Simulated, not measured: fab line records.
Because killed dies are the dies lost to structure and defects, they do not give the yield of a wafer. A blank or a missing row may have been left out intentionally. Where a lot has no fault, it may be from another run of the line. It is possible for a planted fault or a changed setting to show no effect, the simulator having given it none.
fab line records | flow rit-cmos
[record] lots = 15 | wafers = 45 | last-day = 7
route steps=202 shown SPACER@128
lots with no fault: from the same line, run without faults
start-h: start of the lot's first displayed wafer, in hours after the record's first day | wait-h: how many hours have passed since the lot's step before this one | " repeats the value in the row above | L1.1+2: a row that stands for several wafers | - no value, or no start given | * or withheld: withheld | < > ~ a bound
route shown NAME@n: a module of which the file shows steps, and the number in the route of the first | usual: average and standard deviation across the fault-free wafers | same: alike in all rows | chamber/n: place in a boat | sites: the reading at each site | _std_site: the standard deviation of these | _edge_site: inner sites' mean taken away from outer sites' mean | radius-mm: how far each site lies from the wafer's centre | mask NAME#n: copy n | behind: tool/chamber where the wafer was last shaped | hold: why the lot went on hold/how many hours it stayed there/how the hold came to an end | device: the transistor (n, p or np) that didn't switch | end of line: the same wafers' tests at the end of the route | step lacking rows: just its recipe | killed: not the wafer's yield, but the dies lost to structure and defects at the first sort | map: dies across one wafer; x = killed, . = not, _ = none there
set.NAME: the setting that was run; set.NAME@STEP: the one run at that earlier step | model.NAME: the simulator's own value behind a step, which no gauge read
the route's steps for a sample of lots (tables are steps, rows are wafers)
[[steps]]
[step RIT_SPACER_CVD_03]
[recipe] material = Si3N4 | target-thk-nm = 250 | temp-c = 810 | precursor = SiH2Cl2/NH3 | time-s = 3300 | pressure-mtorr = 300 | sih2cl2-flow-sccm = 60 | nh3-flow-sccm = 150
[usual] pressure-mtorr = 300.0/0.59 | zone-power-load-pct = 20.3/0.96
lot.wafer | tool     | chamber | start-h | wait-h | pressure-mtorr | zone-power-load-pct
L884.1    | lpcvd-02 | 0       | 45.23   | 0.0    | 299.8          | 19.0
L884.3    | "        | 0       | "       | "      | 299.9          | 19.4
L884.5    | "        | 0       | "       | "      | 300.3          | 19.2
L885.1    | lpcvd-02 | 1       | 50.39   | 0.0    | 299.5          | 19.9
L885.2    | "        | 1       | "       | "      | 299.3          | 20.0
L885.4    | "        | 1       | "       | "      | 299.8          | 20.0
L886.2    | lpcvd-02 | 0       | 55.05   | 0.4    | 300.2          | 19.3
L886.3    | "        | 0       | "       | "      | 298.7          | 19.2
L886.4    | "        | 0       | "       | "      | 300.3          | 19.0
L887.1    | lpcvd-02 | 1       | 63.21   | 0.0    | 299.0          | 20.2
L887.4    | "        | 1       | "       | "      | 299.0          | 20.2
L887.6    | "        | 1       | "       | "      | 299.3          | 20.0
L888.1    | lpcvd-02 | 1       | 65.13   | 0.3    | 300.8          | 20.3
L888.3    | "        | 1       | "       | "      | 300.2          | 20.2
L888.4    | "        | 1       | "       | "      | 300.3          | 20.1
L889.2    | lpcvd-01 | 0       | 70.16   | 0.0    | 299.8          | 21.7
L889.3    | "        | 0       | "       | "      | 299.9          | 21.2
L889.5    | "        | 0       | "       | "      | 299.7          | 21.4
L890.2    | lpcvd-02 | 0       | 74.53   | 0.0    | 360.6          | 19.3
L890.3    | "        | 0       | "       | "      | 360.3          | 19.3
L890.4    | "        | 0       | "       | "      | 359.3          | 19.2
L891.3    | lpcvd-02 | 0       | 78.36   | 0.0    | 360.8          | 19.3
L891.4    | "        | 0       | "       | "      | 360.2          | 19.5
L891.5    | "        | 0       | "       | "      | 359.9          | 19.2
L892.1    | lpcvd-02 | 1       | 84.07   | 0.0    | 360.6          | 19.5
L892.4    | "        | 1       | "       | "      | 359.7          | 20.0
L892.6    | "        | 1       | "       | "      | 359.4          | 20.2
L899.1    | lpcvd-01 | 0       | 118.53  | 0.3    | 301.2          | 21.4
L899.2    | "        | 0       | "       | "      | 302.2          | 21.5
L899.4    | "        | 0       | "       | "      | 300.7          | 20.8
L900.1    | lpcvd-01 | 1       | 123.02  | 0.0    | 300.2          | 22.4
L900.3    | "        | 1       | "       | "      | 299.3          | 22.0
L900.5    | "        | 1       | "       | "      | 299.7          | 21.9
L902.1    | lpcvd-01 | 0       | 135.55  | 0.7    | 300.6          | 21.4
L902.4    | "        | 0       | "       | "      | 300.2          | 21.9
L902.5    | "        | 0       | "       | "      | 300.8          | 21.4
L904.2    | lpcvd-01 | 1       | 144.24  | 0.3    | 300.0          | 21.9
L904.3    | "        | 1       | "       | "      | 299.9          | 22.0
L904.6    | "        | 1       | "       | "      | 299.8          | 22.3
L906.1    | lpcvd-02 | 1       | 153.14  | 0.0    | 299.3          | 20.0
L906.2    | "        | 1       | "       | "      | 300.3          | 20.1
L906.6    | "        | 1       | "       | "      | 300.8          | 20.3
L907.2    | lpcvd-02 | 1       | 160.75  | 0.0    | 299.9          | 20.0
L907.4    | "        | 1       | "       | "      | 300.6          | 20.2
L907.5    | "        | 1       | "       | "      | 299.1          | 20.1
[step RIT_SPACER_THK_MEAS_04]
[recipe] reads = Si3N4_of_SPACER_CVD_03
[usual] SPACER_NITRIDE_THK = 248.5/2.3
lot.wafer | tool          | chamber | start-h | wait-h | SPACER_NITRIDE_THK[nm]
L884.1    | film-metro-02 | -       | 47.15   | 0.0    | 244.9
L884.3    | "             | -       | "       | "      | 246.2
L884.5    | "             | -       | "       | "      | 247.8
L885.1    | film-metro-01 | -       | 52.31   | 0.0    | 247.0
L885.2    | "             | -       | "       | "      | 247.1
L885.4    | "             | -       | "       | "      | 248.9
L886.2    | film-metro-02 | -       | 56.98   | 0.0    | 248.2
L886.3    | "             | -       | "       | "      | 248.3
L886.4    | "             | -       | "       | "      | 248.4
L887.1    | film-metro-01 | -       | 65.13   | 0.0    | 249.7
L887.4    | "             | -       | "       | "      | 251.5
L887.6    | "             | -       | "       | "      | 251.3
L888.1    | film-metro-01 | -       | 67.05   | 0.0    | 249.2
L888.3    | "             | -       | "       | "      | 248.1
L888.4    | "             | -       | "       | "      | 250.9
L889.2    | film-metro-03 | -       | 72.09   | 0.0    | 246.1
L889.3    | "             | -       | "       | "      | 247.9
L889.5    | "             | -       | "       | "      | 248.8
L890.2    | film-metro-03 | -       | 76.45   | 0.0    | 260.0
L890.3    | "             | -       | "       | "      | 260.3
L890.4    | "             | -       | "       | "      | 263.5
L891.3    | film-metro-03 | -       | 80.30   | 0.0    | 260.7
L891.4    | "             | -       | "       | "      | 260.5
L891.5    | "             | -       | "       | "      | 258.8
L892.1    | film-metro-03 | -       | 85.98   | 0.0    | 261.4
L892.4    | "             | -       | "       | "      | 261.6
L892.6    | "             | -       | "       | "      | 260.4
L899.1    | film-metro-03 | -       | 120.45  | 0.0    | 248.6
L899.2    | "             | -       | "       | "      | 247.9
L899.4    | "             | -       | "       | "      | 246.0
L900.1    | film-metro-03 | -       | 124.94  | 0.0    | 250.2
L900.3    | "             | -       | "       | "      | 249.9
L900.5    | "             | -       | "       | "      | 251.5
L902.1    | film-metro-02 | -       | 138.43  | 0.0    | 254.5
L902.4    | "             | -       | "       | "      | 252.8
L902.5    | "             | -       | "       | "      | 253.7
L904.2    | film-metro-03 | -       | 146.17  | 0.0    | 252.6
L904.3    | "             | -       | "       | "      | 249.8
L904.6    | "             | -       | "       | "      | 250.9
L906.1    | film-metro-01 | -       | 155.05  | 0.0    | 244.0
L906.2    | "             | -       | "       | "      | 247.3
L906.6    | "             | -       | "       | "      | 246.7
L907.2    | film-metro-02 | -       | 162.67  | 0.0    | 250.0
L907.4    | "             | -       | "       | "      | 249.7
L907.5    | "             | -       | "       | "      | 248.7
[[key]]
[first-sign] step = RIT_SPACER_CVD_03 | reading = pressure-mtorr | direction = up | sigmas = 99+ | usual = 300.0 | struck = 360.1
[effect] step = RIT_SPACER_THK_MEAS_04 | reading = SPACER_NITRIDE_THK | direction = up | sigmas = 5.2 | usual = 248.5 | struck = 260.8
met-at RIT_SPACER_CVD_03
struck-lots L890,L891,L892
tester-left-out L890,L891,L892
onset-between 65.13 74.53
[fault] kind = process-parameter-drift | tool = lpcvd-02 | chamber = - | onset-h = 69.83 | steps = RIT_SPACER_CVD_03 | channel = pressure-mtorr | offset = 60 | shape = step | end-h = 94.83 | acts-in = these-recipes-only | stated = 300
// tester-left-out: of these lots the tester's yield and bins aren't shown, on N5 and GAA mostly nor the transistor test; their killed dies are dies lost to structure and defects alone, not to doping, threshold or leakage, so they don't give the yield
